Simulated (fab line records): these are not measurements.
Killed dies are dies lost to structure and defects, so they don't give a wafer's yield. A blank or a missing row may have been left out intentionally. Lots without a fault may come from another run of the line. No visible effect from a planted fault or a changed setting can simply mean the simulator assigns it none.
fab line records :: flow berkeley_cmos170
[record]
  lots = 6
  wafers = 18
  last_day = 11
route steps=331 shown ACTIVE@74 PFIELD@79
lots that met no fault: from a run of the same line without faults
start_h: hours from the record's opening day to when the first of the lot's shown wafers began :: wait_h: hours since the lot's step before :: " unchanged from the row above :: L1.1+2: one row covering several wafers at once :: - either no value or no given start :: * or withheld: withheld :: < > ~ a bound
route shown NAME@n: a module of which the file shows steps, and the number in the route of the first :: usual: the fault-free wafers' mean and standard deviation :: same: alike in all rows :: chamber/n: place in a boat :: sites: readings site by site :: _std_site: the values' standard deviation :: _edge_site: outer sites' mean less inner sites' :: radius_mm: how far each site lies from the wafer's centre :: mask NAME#n: copy n :: behind: tool/chamber where the wafer was last shaped :: hold: what put the lot on hold/how long, in hours/how the hold closed :: device: the n, p or np transistor that did not switch :: end of line: at the end of the route, the tests of the same wafers :: where a step has no rows: the recipe by itself :: killed: not the wafer's yield, but the dies lost to structure and defects at the first sort :: map: the dies of a wafer, with x for killed, . for not killed, _ for no die there
set.NAME: the setting the step ran with; set.NAME@STEP: the setting that earlier step ran with :: model.NAME: the simulator's own value behind a step, which no gauge read
certain route steps with their lots: each step a table, each wafer a row
services: a tool's chamber out of use, with start hour (start_h, from the record's first day; less than 0 if before it), hours out, and reason
[[steps]]
[step UCB170_ACTIVE_OVL_MEAS_14]
[usual]
  ACTIVE_OVL = 2/6.4
lot.wafer: L704.2
tool: overlay-01
chamber: -
start_h: 78.36
wait_h: 0.1
ACTIVE_OVL[nm]: 3

lot.wafer: L704.3
tool: overlay-01
chamber: -
start_h: 78.36
wait_h: 0.1
ACTIVE_OVL[nm]: 13

lot.wafer: L704.4
tool: overlay-01
chamber: -
start_h: 78.36
wait_h: 0.1
ACTIVE_OVL[nm]: -2

lot.wafer: L705.1
tool: overlay-01
chamber: -
start_h: 85.43
wait_h: 0.1
ACTIVE_OVL[nm]: 5

lot.wafer: L705.2
tool: overlay-01
chamber: -
start_h: 85.43
wait_h: 0.1
ACTIVE_OVL[nm]: 10

lot.wafer: L705.3
tool: overlay-01
chamber: -
start_h: 85.43
wait_h: 0.1
ACTIVE_OVL[nm]: -2

lot.wafer: L711.2
tool: overlay-02
chamber: -
start_h: 107.75
wait_h: 0.1
ACTIVE_OVL[nm]: 9

lot.wafer: L711.3
tool: overlay-02
chamber: -
start_h: 107.75
wait_h: 0.1
ACTIVE_OVL[nm]: 3

lot.wafer: L711.6
tool: overlay-02
chamber: -
start_h: 107.75
wait_h: 0.1
ACTIVE_OVL[nm]: 7

lot.wafer: L710.1
tool: overlay-02
chamber: -
start_h: 108.46
wait_h: 0.1
ACTIVE_OVL[nm]: 5

lot.wafer: L710.2
tool: overlay-02
chamber: -
start_h: 108.46
wait_h: 0.1
ACTIVE_OVL[nm]: 11

lot.wafer: L710.5
tool: overlay-02
chamber: -
start_h: 108.46
wait_h: 0.1
ACTIVE_OVL[nm]: 5

lot.wafer: L709.1
tool: overlay-02
chamber: -
start_h: 125.37
wait_h: 0.1
ACTIVE_OVL[nm]: 0

lot.wafer: L709.2
tool: overlay-02
chamber: -
start_h: 125.37
wait_h: 0.1
ACTIVE_OVL[nm]: 7

lot.wafer: L709.6
tool: overlay-02
chamber: -
start_h: 125.37
wait_h: 0.1
ACTIVE_OVL[nm]: 6

lot.wafer: L720.1
tool: overlay-01
chamber: -
start_h: 164.48
wait_h: 0.1
ACTIVE_OVL[nm]: -9

lot.wafer: L720.2
tool: overlay-01
chamber: -
start_h: 164.48
wait_h: 0.1
ACTIVE_OVL[nm]: -1

lot.wafer: L720.6
tool: overlay-01
chamber: -
start_h: 164.48
wait_h: 0.1
ACTIVE_OVL[nm]: -1
[step UCB170_ACTIVE_ETCH_15]
[recipe]
  chemistry = CH3F/Ar/O2
  target = Si3N4
  stop_on = SiO2
  CH3F_flow_sccm = 20
  Ar_flow_sccm = 50
  O2_flow_sccm = 7
  pressure_mtorr = 50
  rf_w = 450
  target_depth_a = 2420
  over_etch_frac = 0.1
  time_s = 151
[usual]
  drypump_motor_current_A = 5.6/0.52
  oes_product_au = 0.938/0.017
  throttle_valve_pct = 8.05/0.1
lot.wafer: L704.2
tool: rie_diel-03
chamber: 0
start_h: 78.39
wait_h: 0.0
drypump_motor_current_A: 5.5
oes_product_au: 0.950
rf_hours_counter_h: 7
throttle_valve_pct: 8.16

lot.wafer: L704.3
tool: rie_diel-03
chamber: 3
start_h: 78.39
wait_h: 0.0
drypump_motor_current_A: 4.9
oes_product_au: 0.944
rf_hours_counter_h: 40
throttle_valve_pct: 8.22

lot.wafer: L704.4
tool: rie_diel-03
chamber: 1
start_h: 78.39
wait_h: 0.0
drypump_motor_current_A: 6.0
oes_product_au: 0.937
rf_hours_counter_h: 151
throttle_valve_pct: 8.04

lot.wafer: L705.1
tool: rie_diel-03
chamber: 3
start_h: 85.47
wait_h: 0.0
drypump_motor_current_A: 4.9
oes_product_au: 0.942
rf_hours_counter_h: 40
throttle_valve_pct: 8.23

lot.wafer: L705.2
tool: rie_diel-03
chamber: 2
start_h: 85.47
wait_h: 0.0
drypump_motor_current_A: 6.2
oes_product_au: 0.939
rf_hours_counter_h: 151
throttle_valve_pct: 7.87

lot.wafer: L705.3
tool: rie_diel-03
chamber: 1
start_h: 85.47
wait_h: 0.0
drypump_motor_current_A: 5.9
oes_product_au: 0.934
rf_hours_counter_h: 152
throttle_valve_pct: 8.05

lot.wafer: L711.2
tool: rie_diel-02
chamber: 0
start_h: 107.78
wait_h: 0.0
drypump_motor_current_A: 4.8
oes_product_au: 0.900
rf_hours_counter_h: 6
throttle_valve_pct: 8.07

lot.wafer: L711.3
tool: rie_diel-02
chamber: 3
start_h: 107.78
wait_h: 0.0
drypump_motor_current_A: 6.0
oes_product_au: 0.914
rf_hours_counter_h: 58
throttle_valve_pct: 8.07

lot.wafer: L711.6
tool: rie_diel-02
chamber: 1
start_h: 107.78
wait_h: 0.0
drypump_motor_current_A: 5.8
oes_product_au: 0.945
rf_hours_counter_h: -
throttle_valve_pct: 8.03

lot.wafer: L710.1
tool: rie_diel-01
chamber: 0
start_h: 108.50
wait_h: 0.0
drypump_motor_current_A: 6.5
oes_product_au: 0.941
rf_hours_counter_h: 16
throttle_valve_pct: 8.04

lot.wafer: L710.2
tool: rie_diel-01
chamber: 1
start_h: 108.50
wait_h: 0.0
drypump_motor_current_A: 5.4
oes_product_au: 0.952
rf_hours_counter_h: 123
throttle_valve_pct: 7.97

lot.wafer: L710.5
tool: rie_diel-01
chamber: 0
start_h: 108.50
wait_h: 0.0
drypump_motor_current_A: 6.5
oes_product_au: 0.953
rf_hours_counter_h: -
throttle_valve_pct: 8.04

lot.wafer: L709.1
tool: rie_diel-01
chamber: 0
start_h: 125.40
wait_h: 0.0
drypump_motor_current_A: 6.5
oes_product_au: 0.953
rf_hours_counter_h: 17
throttle_valve_pct: 8.04

lot.wafer: L709.2
tool: rie_diel-01
chamber: 2
start_h: 125.40
wait_h: 0.0
drypump_motor_current_A: 5.6
oes_product_au: 0.918
rf_hours_counter_h: 17
throttle_valve_pct: 8.14

lot.wafer: L709.6
tool: rie_diel-01
chamber: 3
start_h: 125.40
wait_h: 0.0
drypump_motor_current_A: 5.3
oes_product_au: 0.958
rf_hours_counter_h: -
throttle_valve_pct: 7.97

lot.wafer: L720.1
tool: rie_diel-01
chamber: 0
start_h: 164.51
wait_h: 0.0
drypump_motor_current_A: 6.5
oes_product_au: 0.951
rf_hours_counter_h: 20
throttle_valve_pct: 8.04

lot.wafer: L720.2
tool: rie_diel-01
chamber: 1
start_h: 164.51
wait_h: 0.0
drypump_motor_current_A: 5.4
oes_product_au: 0.944
rf_hours_counter_h: 126
throttle_valve_pct: 7.97

lot.wafer: L720.6
tool: rie_diel-01
chamber: 0
start_h: 164.51
wait_h: 0.0
drypump_motor_current_A: 6.5
oes_product_au: 0.948
rf_hours_counter_h: -
throttle_valve_pct: 8.03
[step UCB170_ACTIVE_STRIP_16]
[recipe]
  chemistry = O2
  power_w = 400
  pressure_mtorr = 3500
  platen_temp_c = withheld
  o2_flow_sccm = 400
  overash_fraction = 0.5
[usual]
  drypump_motor_current_A = 5.9/0.33
  oes_product_au = 0.721/0.0043
  strip_time_to_endpoint_s = 18.07/0.08
lot.wafer: L704.2
tool: plasma_asher-03
chamber: 1
start_h: 78.49
wait_h: 0.1
drypump_motor_current_A: 5.7
oes_product_au: 0.715
rf_hours_counter_h: 36
strip_time_to_endpoint_s: 18.33

lot.wafer: L704.3
tool: plasma_asher-03
chamber: 1
start_h: 78.49
wait_h: 0.1
drypump_motor_current_A: 5.7
oes_product_au: 0.718
rf_hours_counter_h: -
strip_time_to_endpoint_s: 18.13

lot.wafer: L704.4
tool: plasma_asher-03
chamber: 0
start_h: 78.49
wait_h: 0.1
drypump_motor_current_A: 6.0
oes_product_au: 0.720
rf_hours_counter_h: -
strip_time_to_endpoint_s: 18.22

lot.wafer: L705.1
tool: plasma_asher-03
chamber: 1
start_h: 85.57
wait_h: 0.1
drypump_motor_current_A: 5.7
oes_product_au: 0.719
rf_hours_counter_h: 37
strip_time_to_endpoint_s: 18.11

lot.wafer: L705.2
tool: plasma_asher-03
chamber: 0
start_h: 85.57
wait_h: 0.1
drypump_motor_current_A: 6.0
oes_product_au: 0.717
rf_hours_counter_h: 37
strip_time_to_endpoint_s: 18.07

lot.wafer: L705.3
tool: plasma_asher-03
chamber: 0
start_h: 85.57
wait_h: 0.1
drypump_motor_current_A: 6.1
oes_product_au: 0.730
rf_hours_counter_h: -
strip_time_to_endpoint_s: 18.09

lot.wafer: L711.2
tool: plasma_asher-02
chamber: 0
start_h: 107.88
wait_h: 0.1
drypump_motor_current_A: 5.5
oes_product_au: 0.724
rf_hours_counter_h: 33
strip_time_to_endpoint_s: 18.05

lot.wafer: L711.3
tool: plasma_asher-02
chamber: 0
start_h: 107.88
wait_h: 0.1
drypump_motor_current_A: 5.5
oes_product_au: 0.725
rf_hours_counter_h: -
strip_time_to_endpoint_s: 18.08

lot.wafer: L711.6
tool: plasma_asher-02
chamber: 0
start_h: 107.88
wait_h: 0.1
drypump_motor_current_A: 5.5
oes_product_au: 0.720
rf_hours_counter_h: -
strip_time_to_endpoint_s: 17.93

lot.wafer: L710.1
tool: plasma_asher-03
chamber: 0
start_h: 108.60
wait_h: 0.1
drypump_motor_current_A: 6.0
oes_product_au: 0.720
rf_hours_counter_h: 40
strip_time_to_endpoint_s: 18.09

lot.wafer: L710.2
tool: plasma_asher-03
chamber: 1
start_h: 108.60
wait_h: 0.1
drypump_motor_current_A: 5.7
oes_product_au: 0.723
rf_hours_counter_h: 40
strip_time_to_endpoint_s: 17.96

lot.wafer: L710.5
tool: plasma_asher-03
chamber: 0
start_h: 108.60
wait_h: 0.1
drypump_motor_current_A: 6.0
oes_product_au: 0.723
rf_hours_counter_h: -
strip_time_to_endpoint_s: 18.12

lot.wafer: L709.1
tool: plasma_asher-03
chamber: 0
start_h: 125.50
wait_h: 0.1
drypump_motor_current_A: 6.0
oes_product_au: 0.725
rf_hours_counter_h: 43
strip_time_to_endpoint_s: 18.05

lot.wafer: L709.2
tool: plasma_asher-03
chamber: 1
start_h: 125.50
wait_h: 0.1
drypump_motor_current_A: 5.7
oes_product_au: 0.719
rf_hours_counter_h: 43
strip_time_to_endpoint_s: 18.04

lot.wafer: L709.6
tool: plasma_asher-03
chamber: 0
start_h: 125.50
wait_h: 0.1
drypump_motor_current_A: 6.1
oes_product_au: 0.723
rf_hours_counter_h: -
strip_time_to_endpoint_s: 18.05

lot.wafer: L720.1
tool: plasma_asher-02
chamber: 0
start_h: 164.61
wait_h: 0.1
drypump_motor_current_A: 5.6
oes_product_au: 0.717
rf_hours_counter_h: 40
strip_time_to_endpoint_s: 18.03

lot.wafer: L720.2
tool: plasma_asher-02
chamber: 1
start_h: 164.61
wait_h: 0.1
drypump_motor_current_A: 5.9
oes_product_au: 0.725
rf_hours_counter_h: 40
strip_time_to_endpoint_s: 17.97

lot.wafer: L720.6
tool: plasma_asher-02
chamber: 1
start_h: 164.61
wait_h: 0.1
drypump_motor_current_A: 5.9
oes_product_au: 0.725
rf_hours_counter_h: -
strip_time_to_endpoint_s: 18.09
[step UCB170_ACTIVE_CD_MEAS_90]
[recipe]
  target_cd_nm = 1200
[usual]
  cd_nm = 1199.7/1.2
lot.wafer: L704.2
tool: cd_sem-02
chamber: -
start_h: 78.61
wait_h: 0.1
cd_nm: 1198.9

lot.wafer: L704.3
tool: cd_sem-02
chamber: -
start_h: 78.61
wait_h: 0.1
cd_nm: 1198.4

lot.wafer: L704.4
tool: cd_sem-02
chamber: -
start_h: 78.61
wait_h: 0.1
cd_nm: 1197.6

lot.wafer: L705.1
tool: cd_sem-02
chamber: -
start_h: 85.67
wait_h: 0.1
cd_nm: 1202.2

lot.wafer: L705.2
tool: cd_sem-02
chamber: -
start_h: 85.67
wait_h: 0.1
cd_nm: 1200.6

lot.wafer: L705.3
tool: cd_sem-02
chamber: -
start_h: 85.67
wait_h: 0.1
cd_nm: 1201.0

lot.wafer: L711.2
tool: cd_sem-02
chamber: -
start_h: 108.00
wait_h: 0.1
cd_nm: 1198.1

lot.wafer: L711.3
tool: cd_sem-02
chamber: -
start_h: 108.00
wait_h: 0.1
cd_nm: 1197.9

lot.wafer: L711.6
tool: cd_sem-02
chamber: -
start_h: 108.00
wait_h: 0.1
cd_nm: 1198.2

lot.wafer: L710.1
tool: cd_sem-02
chamber: -
start_h: 108.70
wait_h: 0.1
cd_nm: 1199.6

lot.wafer: L710.2
tool: cd_sem-02
chamber: -
start_h: 108.70
wait_h: 0.1
cd_nm: 1199.2

lot.wafer: L710.5
tool: cd_sem-02
chamber: -
start_h: 108.70
wait_h: 0.1
cd_nm: 1199.6

lot.wafer: L709.1
tool: cd_sem-02
chamber: -
start_h: 125.60
wait_h: 0.1
cd_nm: 1200.1

lot.wafer: L709.2
tool: cd_sem-02
chamber: -
start_h: 125.60
wait_h: 0.1
cd_nm: 1198.8

lot.wafer: L709.6
tool: cd_sem-02
chamber: -
start_h: 125.60
wait_h: 0.1
cd_nm: 1199.9

lot.wafer: L720.1
tool: cd_sem-01
chamber: -
start_h: 164.71
wait_h: 0.1
cd_nm: 1198.9

lot.wafer: L720.2
tool: cd_sem-01
chamber: -
start_h: 164.71
wait_h: 0.1
cd_nm: 1198.3

lot.wafer: L720.6
tool: cd_sem-01
chamber: -
start_h: 164.71
wait_h: 0.1
cd_nm: 1199.0
[step UCB170_ACTIVE_CLEAN_17]
[recipe]
  chemistry = SPM
  temp_c = 120
  time_s = 600
[step UCB170_PFIELD_HMDS_00]
[recipe]
  prime_time_s = 60
  prime_temp_c = 100
[step UCB170_PFIELD_COAT_01]
[recipe]
  resist = KrF
  spin_rpm = 1500
  resist_thk_nm = 900
[step UCB170_PFIELD_SOFTBAKE_02]
[recipe]
  resist = KrF
  temp_c = 130
  time_s = 60
[step UCB170_PFIELD_EXPOSE_03]
[recipe]
  mask_id = PFIELD
  na = 0.5
  sigma_outer = 0.6
  source_shape = conventional
  target_cd_nm = 1500
  dose_mj = 30
[step UCB170_PFIELD_PEB_04]
[recipe]
  peb_temp_c = 130
  peb_time_s = withheld
  resist = KrF
[step UCB170_PFIELD_DEVELOP_05]
[recipe]
  developer = TMAH
  develop_time_s = 45
  resist = KrF
  dev_temp_c = 21
[step UCB170_PFIELD_OVL_MEAS_06]
[usual]
  PFIELD_OVL = -4/5.4
lot.wafer: L704.2
tool: overlay-02
chamber: -
start_h: 80.32
wait_h: -
PFIELD_OVL[nm]: -6

lot.wafer: L704.3
tool: overlay-02
chamber: -
start_h: 80.32
wait_h: -
PFIELD_OVL[nm]: -9

lot.wafer: L704.4
tool: overlay-02
chamber: -
start_h: 80.32
wait_h: -
PFIELD_OVL[nm]: -8

lot.wafer: L705.1
tool: overlay-01
chamber: -
start_h: 86.88
wait_h: -
PFIELD_OVL[nm]: -7

lot.wafer: L705.2
tool: overlay-01
chamber: -
start_h: 86.88
wait_h: -
PFIELD_OVL[nm]: -5

lot.wafer: L705.3
tool: overlay-01
chamber: -
start_h: 86.88
wait_h: -
PFIELD_OVL[nm]: 1

lot.wafer: L711.2
tool: overlay-01
chamber: -
start_h: 110.66
wait_h: -
PFIELD_OVL[nm]: -6

lot.wafer: L711.3
tool: overlay-01
chamber: -
start_h: 110.66
wait_h: -
PFIELD_OVL[nm]: -1

lot.wafer: L711.6
tool: overlay-01
chamber: -
start_h: 110.66
wait_h: -
PFIELD_OVL[nm]: -10

lot.wafer: L710.1
tool: overlay-01
chamber: -
start_h: 111.07
wait_h: -
PFIELD_OVL[nm]: -9

lot.wafer: L710.2
tool: overlay-01
chamber: -
start_h: 111.07
wait_h: -
PFIELD_OVL[nm]: -5

lot.wafer: L710.5
tool: overlay-01
chamber: -
start_h: 111.07
wait_h: -
PFIELD_OVL[nm]: -10

lot.wafer: L709.1
tool: overlay-01
chamber: -
start_h: 128.76
wait_h: -
PFIELD_OVL[nm]: 3

lot.wafer: L709.2
tool: overlay-01
chamber: -
start_h: 128.76
wait_h: -
PFIELD_OVL[nm]: -12

lot.wafer: L709.6
tool: overlay-01
chamber: -
start_h: 128.76
wait_h: -
PFIELD_OVL[nm]: 4

lot.wafer: L720.1
tool: overlay-01
chamber: -
start_h: 166.14
wait_h: -
PFIELD_OVL[nm]: -7

lot.wafer: L720.2
tool: overlay-01
chamber: -
start_h: 166.14
wait_h: -
PFIELD_OVL[nm]: -2

lot.wafer: L720.6
tool: overlay-01
chamber: -
start_h: 166.14
wait_h: -
PFIELD_OVL[nm]: 4
[step UCB170_PFIELD_IMPLANT_07]
[recipe]
  species = B
  dose_cm2 = 2e+13
  energy_kev = 80
  tilt_deg = 7
[usual]
  tilt_deg = 7.000/0.02
lot.wafer: L704.2
tool: implanter-04
chamber: 0
start_h: 80.38
wait_h: 0.0
tilt_deg: 7.002

lot.wafer: L704.3
tool: implanter-04
chamber: 0
start_h: 80.38
wait_h: 0.0
tilt_deg: 7.017

lot.wafer: L704.4
tool: implanter-04
chamber: 0
start_h: 80.38
wait_h: 0.0
tilt_deg: 7.019

lot.wafer: L704.2
tool: implanter-04
chamber: 0
start_h: 80.69
wait_h: 0.3
tilt_deg: 7.024

lot.wafer: L704.3
tool: implanter-04
chamber: 0
start_h: 80.69
wait_h: 0.3
tilt_deg: 7.022

lot.wafer: L704.4
tool: implanter-04
chamber: 0
start_h: 80.69
wait_h: 0.3
tilt_deg: 6.986

lot.wafer: L705.1
tool: implanter-02
chamber: 0
start_h: 86.91
wait_h: 0.0
tilt_deg: 7.005

lot.wafer: L705.2
tool: implanter-02
chamber: 0
start_h: 86.91
wait_h: 0.0
tilt_deg: 7.006

lot.wafer: L705.3
tool: implanter-02
chamber: 0
start_h: 86.91
wait_h: 0.0
tilt_deg: 6.999

lot.wafer: L711.2
tool: implanter-02
chamber: 0
start_h: 110.72
wait_h: 0.0
tilt_deg: 6.973

lot.wafer: L711.3
tool: implanter-02
chamber: 0
start_h: 110.72
wait_h: 0.0
tilt_deg: 6.993

lot.wafer: L711.6
tool: implanter-02
chamber: 0
start_h: 110.72
wait_h: 0.0
tilt_deg: 6.979

lot.wafer: L710.1
tool: implanter-04
chamber: 0
start_h: 111.11
wait_h: 0.0
tilt_deg: 7.010

lot.wafer: L710.2
tool: implanter-04
chamber: 0
start_h: 111.11
wait_h: 0.0
tilt_deg: 6.988

lot.wafer: L710.5
tool: implanter-04
chamber: 0
start_h: 111.11
wait_h: 0.0
tilt_deg: 7.034

lot.wafer: L710.1
tool: implanter-04
chamber: 0
start_h: 111.42
wait_h: 0.3
tilt_deg: 6.989

lot.wafer: L710.2
tool: implanter-04
chamber: 0
start_h: 111.42
wait_h: 0.3
tilt_deg: 6.971

lot.wafer: L710.5
tool: implanter-04
chamber: 0
start_h: 111.42
wait_h: 0.3
tilt_deg: 6.981

lot.wafer: L709.1
tool: implanter-02
chamber: 0
start_h: 128.79
wait_h: 0.0
tilt_deg: 7.005

lot.wafer: L709.2
tool: implanter-02
chamber: 0
start_h: 128.79
wait_h: 0.0
tilt_deg: 7.007

lot.wafer: L709.6
tool: implanter-02
chamber: 0
start_h: 128.79
wait_h: 0.0
tilt_deg: 7.007

lot.wafer: L720.1
tool: implanter-01
chamber: 0
start_h: 166.18
wait_h: 0.0
tilt_deg: 7.005

lot.wafer: L720.2
tool: implanter-01
chamber: 0
start_h: 166.18
wait_h: 0.0
tilt_deg: 7.005

lot.wafer: L720.6
tool: implanter-01
chamber: 0
start_h: 166.18
wait_h: 0.0
tilt_deg: 7.009
[step UCB170_PFIELD_STRIP_08]
[recipe]
  chemistry = O2
  power_w = 400
  pressure_mtorr = 3500
  platen_temp_c = withheld
  o2_flow_sccm = 400
  overash_fraction = 0.5
[usual]
  drypump_motor_current_A = 5.7/0.37
  oes_product_au = 0.735/0.0046
  strip_time_to_endpoint_s = 21.64/0.07
lot.wafer: L704.2
tool: plasma_asher-04
chamber: 0
start_h: 80.82
wait_h: 0.1
drypump_motor_current_A: 5.9
oes_product_au: 0.740
rf_hours_counter_h: 39
strip_time_to_endpoint_s: 21.69

lot.wafer: L704.3
tool: plasma_asher-04
chamber: 1
start_h: 80.82
wait_h: 0.1
drypump_motor_current_A: 4.8
oes_product_au: 0.725
rf_hours_counter_h: -
strip_time_to_endpoint_s: 21.69

lot.wafer: L704.4
tool: plasma_asher-04
chamber: 0
start_h: 80.82
wait_h: 0.1
drypump_motor_current_A: 5.9
oes_product_au: 0.731
rf_hours_counter_h: -
strip_time_to_endpoint_s: 21.71

lot.wafer: L705.1
tool: plasma_asher-02
chamber: 1
start_h: 87.06
wait_h: 0.1
drypump_motor_current_A: 5.9
oes_product_au: 0.740
rf_hours_counter_h: 29
strip_time_to_endpoint_s: 21.53

lot.wafer: L705.2
tool: plasma_asher-02
chamber: 0
start_h: 87.06
wait_h: 0.1
drypump_motor_current_A: 5.6
oes_product_au: 0.738
rf_hours_counter_h: 29
strip_time_to_endpoint_s: 21.53

lot.wafer: L705.3
tool: plasma_asher-02
chamber: 0
start_h: 87.06
wait_h: 0.1
drypump_motor_current_A: 5.5
oes_product_au: 0.740
rf_hours_counter_h: -
strip_time_to_endpoint_s: 21.62

lot.wafer: L711.2
tool: plasma_asher-03
chamber: 1
start_h: 110.84
wait_h: 0.1
drypump_motor_current_A: 5.7
oes_product_au: 0.734
rf_hours_counter_h: 41
strip_time_to_endpoint_s: 21.56

lot.wafer: L711.3
tool: plasma_asher-03
chamber: 1
start_h: 110.84
wait_h: 0.1
drypump_motor_current_A: 5.7
oes_product_au: 0.726
rf_hours_counter_h: -
strip_time_to_endpoint_s: 21.55

lot.wafer: L711.6
tool: plasma_asher-03
chamber: 1
start_h: 110.84
wait_h: 0.1
drypump_motor_current_A: 5.7
oes_product_au: 0.734
rf_hours_counter_h: -
strip_time_to_endpoint_s: 21.57

lot.wafer: L710.1
tool: plasma_asher-02
chamber: 1
start_h: 111.57
wait_h: 0.1
drypump_motor_current_A: 5.9
oes_product_au: 0.736
rf_hours_counter_h: 34
strip_time_to_endpoint_s: 21.60

lot.wafer: L710.2
tool: plasma_asher-02
chamber: 0
start_h: 111.57
wait_h: 0.1
drypump_motor_current_A: 5.6
oes_product_au: 0.731
rf_hours_counter_h: 34
strip_time_to_endpoint_s: 21.62

lot.wafer: L710.5
tool: plasma_asher-02
chamber: 0
start_h: 111.57
wait_h: 0.1
drypump_motor_current_A: 5.6
oes_product_au: 0.738
rf_hours_counter_h: -
strip_time_to_endpoint_s: 21.59

lot.wafer: L709.1
tool: plasma_asher-02
chamber: 0
start_h: 128.94
wait_h: 0.1
drypump_motor_current_A: 5.5
oes_product_au: 0.730
rf_hours_counter_h: 36
strip_time_to_endpoint_s: 21.66

lot.wafer: L709.2
tool: plasma_asher-02
chamber: 1
start_h: 128.94
wait_h: 0.1
drypump_motor_current_A: 5.9
oes_product_au: 0.731
rf_hours_counter_h: 36
strip_time_to_endpoint_s: 21.57

lot.wafer: L709.6
tool: plasma_asher-02
chamber: 0
start_h: 128.94
wait_h: 0.1
drypump_motor_current_A: 5.5
oes_product_au: 0.733
rf_hours_counter_h: -
strip_time_to_endpoint_s: 21.61

lot.wafer: L720.1
tool: plasma_asher-02
chamber: 1
start_h: 166.33
wait_h: 0.1
drypump_motor_current_A: 5.9
oes_product_au: 0.733
rf_hours_counter_h: 40
strip_time_to_endpoint_s: 21.63

lot.wafer: L720.2
tool: plasma_asher-02
chamber: 0
start_h: 166.33
wait_h: 0.1
drypump_motor_current_A: 5.6
oes_product_au: 0.731
rf_hours_counter_h: 40
strip_time_to_endpoint_s: 21.63

lot.wafer: L720.6
tool: plasma_asher-02
chamber: 0
start_h: 166.33
wait_h: 0.1
drypump_motor_current_A: 5.5
oes_product_au: 0.732
rf_hours_counter_h: -
strip_time_to_endpoint_s: 21.60
[step UCB170_PFIELD_TW_MEAS_09]
[usual]
  PFIELD_TW = 603.7/2.7
lot.wafer: L704.2
tool: film_metro-02
chamber: -
start_h: 80.93
wait_h: 0.1
PFIELD_TW: 750.1

lot.wafer: L704.3
tool: film_metro-02
chamber: -
start_h: 80.93
wait_h: 0.1
PFIELD_TW: 751.0

lot.wafer: L704.4
tool: film_metro-02
chamber: -
start_h: 80.93
wait_h: 0.1
PFIELD_TW: 752.8

lot.wafer: L704.2
tool: film_metro-02
chamber: -
start_h: 81.15
wait_h: 0.2
PFIELD_TW: 751.6

lot.wafer: L704.3
tool: film_metro-02
chamber: -
start_h: 81.15
wait_h: 0.2
PFIELD_TW: 751.3

lot.wafer: L704.4
tool: film_metro-02
chamber: -
start_h: 81.15
wait_h: 0.2
PFIELD_TW: 754.1

lot.wafer: L705.1
tool: film_metro-01
chamber: -
start_h: 87.16
wait_h: 0.1
PFIELD_TW: 600.2

lot.wafer: L705.2
tool: film_metro-01
chamber: -
start_h: 87.16
wait_h: 0.1
PFIELD_TW: 600.8

lot.wafer: L705.3
tool: film_metro-01
chamber: -
start_h: 87.16
wait_h: 0.1
PFIELD_TW: 601.6

lot.wafer: L711.2
tool: film_metro-01
chamber: -
start_h: 110.95
wait_h: 0.1
PFIELD_TW: 605.8

lot.wafer: L711.3
tool: film_metro-01
chamber: -
start_h: 110.95
wait_h: 0.1
PFIELD_TW: 603.9

lot.wafer: L711.6
tool: film_metro-01
chamber: -
start_h: 110.95
wait_h: 0.1
PFIELD_TW: 603.2

lot.wafer: L710.1
tool: film_metro-02
chamber: -
start_h: 111.67
wait_h: 0.1
PFIELD_TW: 753.3

lot.wafer: L710.2
tool: film_metro-02
chamber: -
start_h: 111.67
wait_h: 0.1
PFIELD_TW: 752.2

lot.wafer: L710.5
tool: film_metro-02
chamber: -
start_h: 111.67
wait_h: 0.1
PFIELD_TW: 755.3

lot.wafer: L710.1
tool: film_metro-02
chamber: -
start_h: 111.90
wait_h: 0.2
PFIELD_TW: 753.4

lot.wafer: L710.2
tool: film_metro-02
chamber: -
start_h: 111.90
wait_h: 0.2
PFIELD_TW: 754.2

lot.wafer: L710.5
tool: film_metro-02
chamber: -
start_h: 111.90
wait_h: 0.2
PFIELD_TW: 750.4

lot.wafer: L709.1
tool: film_metro-02
chamber: -
start_h: 129.04
wait_h: 0.1
PFIELD_TW: 608.1

lot.wafer: L709.2
tool: film_metro-02
chamber: -
start_h: 129.04
wait_h: 0.1
PFIELD_TW: 609.1

lot.wafer: L709.6
tool: film_metro-02
chamber: -
start_h: 129.04
wait_h: 0.1
PFIELD_TW: 605.1

lot.wafer: L720.1
tool: film_metro-03
chamber: -
start_h: 166.43
wait_h: 0.1
PFIELD_TW: 604.1

lot.wafer: L720.2
tool: film_metro-03
chamber: -
start_h: 166.43
wait_h: 0.1
PFIELD_TW: 600.3

lot.wafer: L720.6
tool: film_metro-03
chamber: -
start_h: 166.43
wait_h: 0.1
PFIELD_TW: 601.8
[[services]]
tool: implanter-04
chamber: -
start_h: 58.64
hours: 1.8
kind: repair

tool: rie_diel-02
chamber: 1
start_h: 63.60
hours: 3.9
kind: repair

tool: rie_diel-03
chamber: 1
start_h: 70.19
hours: 5.0
kind: repair

tool: plasma_asher-04
chamber: -
start_h: 84.29
hours: 2.8
kind: pm

tool: plasma_asher-04
chamber: -
start_h: 87.04
hours: 29.1
kind: pm

tool: implanter-02
chamber: -
start_h: 87.81
hours: 2.3
kind: repair

tool: rie_diel-02
chamber: 3
start_h: 110.03
hours: 13.7
kind: repair

tool: implanter-01
chamber: -
start_h: 121.08
hours: 1.8
kind: repair

tool: plasma_asher-02
chamber: -
start_h: 130.15
hours: 10.5
kind: repair

tool: plasma_asher-04
chamber: -
start_h: 131.65
hours: 1.8
kind: repair

tool: implanter-04
chamber: -
start_h: 139.20
hours: 1.7
kind: repair

tool: rie_diel-03
chamber: 1
start_h: 140.91
hours: -
kind: clean

tool: rie_diel-03
chamber: 1
start_h: 140.91
hours: 22.5
kind: scheduled_down

tool: rie_diel-03
chamber: 1
start_h: 140.91
hours: 22.5
kind: vent_cycle

tool: rie_diel-02
chamber: 2
start_h: 150.33
hours: 22.4
kind: repair

tool: rie_diel-02
chamber: 1
start_h: 156.60
hours: 2.7
kind: repair

tool: implanter-04
chamber: -
start_h: 160.66
hours: 14.2
kind: pm

tool: rie_diel-03
chamber: 2
start_h: 163.41
hours: -
kind: clean

tool: rie_diel-03
chamber: 2
start_h: 163.41
hours: 20.3
kind: scheduled_down

tool: rie_diel-03
chamber: 2
start_h: 163.41
hours: 20.3
kind: vent_cycle
[[key]]
[first_sign]
  step = UCB170_PFIELD_IMPLANT_07
  reading = visit
  direction = added
[effect]
  step = UCB170_PFIELD_TW_MEAS_09
  reading = visit
  direction = added
[effect]
  step = UCB170_PFIELD_TW_MEAS_09
  reading = PFIELD_TW
  direction = up
  sigmas = 54
  usual = 603.7
  struck = 752.5
met_at UCB170_PFIELD_IMPLANT_07
struck_wafers L704.2,L704.3,L704.4,L710.1,L710.2,L710.5
scrapped_behind UCB170_PFIELD_TW_MEAS_09 L704.2,L704.3,L704.4,L710.1,L710.2,L710.5
[fault]
  kind = repeated_step_whole
  tool = implanter-01,implanter-02,implanter-04
  chamber = -
  onset_h = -
  steps = UCB170_PFIELD_IMPLANT_07
  times = 1
  scope = struck_lots_only
